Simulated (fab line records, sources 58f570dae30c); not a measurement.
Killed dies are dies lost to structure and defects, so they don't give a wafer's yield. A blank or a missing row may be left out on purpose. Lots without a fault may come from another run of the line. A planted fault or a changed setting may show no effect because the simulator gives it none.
One fault seen from 2 desks | flow berkeley_cmos170 | each desk has only its own numbers; what lay behind them comes last

THE TOOL OWNER'S DESK: wet_bench-03
The tool's own readings at UCB170_WELLDRIVE_WET_ETCH_04 (etches SiO2 in BOE, time 120 s): means of the sampled wafers that have a number, for each lot that ran on this tool. A lot is out of limits, marked OUT, if its mean lies more than 4 standard deviations from the usual mean; the brackets give that distance.
Columns: A = bath_heat_duty_pct at UCB170_WELLDRIVE_WET_ETCH_04, usual 6.2 %
lot  | first seen here | A
L761 | day 5 04:07     | 6.0
L762 | day 5 04:07     | 6.5
L765 | day 5 17:43     | 6.0
L766 | day 5 17:43     | 7.1
L769 | day 6 13:55     | 6.3
L770 | day 6 13:55     | 6.8
This desk's finding: nothing out of limits on any of the 6 lots.

THE METROLOGY DESK
What the gauges read, lot by lot, whatever tool the lot ran on: means of the sampled wafers that have a number. A lot is out of limits, marked OUT, if its mean lies more than 4 standard deviations from the usual mean; the brackets give that distance.
Columns: A = V2_TEOS_THK at UCB170_V2_THK_MEAS_01, usual 2004 nm; B = V2_OVL at UCB170_V2_OVL_MEAS_13, usual 1 nm
lot  | first seen here | A    | B
L758 | day 8 10:23     | 1954 | 5
L760 | day 8 18:46     | 2009 | 2
L759 | day 8 19:00     | 1984 | -3
L763 | day 9 13:00     | 2001 | 5
L761 | day 9 13:16     | 2028 | 3
L762 | day 9 13:22     | 2009 | 0
L766 | day 10 12:15    | 2011 | 1
L767 | day 10 14:58    | 2027 | 0
L770 | day 10 15:20    | 2011 | 1
L769 | day 10 16:04    | 1980 | 0
L765 | day 10 16:06    | 2014 | 5
L775 | day 12 03:55    | 2000 | -7
L776 | day 12 05:11    | 2026 | 4
L777 | day 12 13:18    | 2016 | 7
This desk's finding: nothing out of limits on any of the 14 lots.

PUT TOGETHER
The tool owner's desk saw nothing out of limits.
The metrology desk saw nothing out of limits.

WHAT THE SIMULATOR HAD PUT IN
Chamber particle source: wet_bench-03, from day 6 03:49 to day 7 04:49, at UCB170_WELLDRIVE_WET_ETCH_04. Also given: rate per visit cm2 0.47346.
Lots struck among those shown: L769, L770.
